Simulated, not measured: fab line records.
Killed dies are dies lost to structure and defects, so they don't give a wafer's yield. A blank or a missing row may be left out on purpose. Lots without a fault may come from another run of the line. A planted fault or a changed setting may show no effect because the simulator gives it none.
Problem report in the 8D (eight disciplines) form, filled by code / flow berkeley_cmos170 / the parts of the form that need people (team, actions taken, sign-off) are left out

## 1. PROBLEM STATEMENT
run_length_s at UCB170_M2_METAL_ETCH_18 reads a mean of 271.0 s on 5 wafers of 2 lots; wafers without a fault read 224.0 s with a standard deviation of 1.1. Measured from the usual mean, that is +43 standard deviations.
The step: etches Al in Cl2/BCl3, stops on SiO2, target depth 1170 nm, time 195 s.
The first sign was on wafer L953.1 at day 9 17:22, on rie_metal-02. Wafers with a number at this step in the record: 42, from 14 lots. Rule for "out" (also "out of limits"): further than 4 standard deviations from the usual mean. The rest of the wafers with a number are treated as sound.

## 2. WHAT IT IS, WHAT IT ISN'T
question=which readings at this step | is=run_length_s, oes_product_au | is not=drypump_motor_current_A, throttle_valve_pct
question=which lots | is=L953, L956 | is not=L943, L944, L945, L946, L947, L948, L951, L957, L959, L960, L963, L964
question=which wafers of those lots | is=L953.1, L953.4, L953.5, L956.4, L956.5 | is not=L956.6
question=read on which tools | is=rie_metal-02 | is not=rie_metal-01, rie_metal-04
question=when | is=from day 9 17:22 | is not=up to then (21 sound wafers); but 16 sound wafers of L956, L957, L959, L960, L963, L964 came after

## 3. SUSPECTS, AND WHAT RULES EACH OUT
Counting: if a tool at a process step up to the reading ran every lot that is out, it stays a suspect. Sound lots after the first of them don't rule it out here, since some wafers of a struck lot are sound.
- rie_diel-01 at UCB170_V1_ETCH_14 (etches SiO2 in CHF3/CF4/Ar, stops on Al, target depth 1250 nm, time 291 s): kept. It ran every lot that is out, first L953 (day 9 13:37); its last sound lot up to then is L946 (day 9 01:39).
- rie_metal-02 at UCB170_M2_METAL_ETCH_18 (etches Al in Cl2/BCl3, stops on SiO2, target depth 1170 nm, time 195 s): kept. It ran every lot that is out, first L953 (day 9 17:22); its last sound lot up to then is L951 (day 9 07:41). Out on those wafers are its own readings of oes_product_au, run_length_s.
- At UCB170_M2_METAL_ETCH_18 on rie_metal-02, chamber 1 took the sound wafers of the same lots and chamber 0 took the wafers that are out.
Remaining after the count are rie_diel-01 at UCB170_V1_ETCH_14 and rie_metal-02 at UCB170_M2_METAL_ETCH_18.

## 4. THE CAUSE (what the simulator had put in)
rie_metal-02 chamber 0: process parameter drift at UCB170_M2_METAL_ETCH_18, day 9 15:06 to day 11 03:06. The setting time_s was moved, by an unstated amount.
Counting left 2 suspects, and this tool is among them.

## 5. SEQUENCE OF EFFECTS, ordered by route
One row per reading whose mean, taken over the struck wafers that have a number, lies over 3 standard deviations from the usual. Readings are gone through only where the record gives a usual standard deviation; hours: the median, over the lots, of the time from a lot's start at the first step in this table giving one to that lot's start at this step; sigmas: the change measured in usual standard deviations.
hours=0; step=UCB170_M2_METAL_ETCH_18; reading=oes_product_au; usual=0.861 a.u.; on struck wafers=0.775; change=-0.086; sigmas=-7.1
hours=0; step=UCB170_M2_METAL_ETCH_18; reading=run_length_s; usual=224.0 s; on struck wafers=271.0; change=+47.0; sigmas=+43
hours=0; step=UCB170_M2_STRIP_19; reading=oes_product_au; usual=0.544 a.u.; on struck wafers=0.418; change=-0.126; sigmas=-5.5
Process steps it contains:
- UCB170_M2_METAL_ETCH_18: etches Al in Cl2/BCl3, stops on SiO2, target depth 1170 nm, time 195 s.
- UCB170_M2_STRIP_19: strips in O2.

## 6. WHAT WOULD HAVE CAUGHT IT SOONER
The fault began at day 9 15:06; the first out-of-limits reading in this record came at day 9 17:22, 2 hours later.
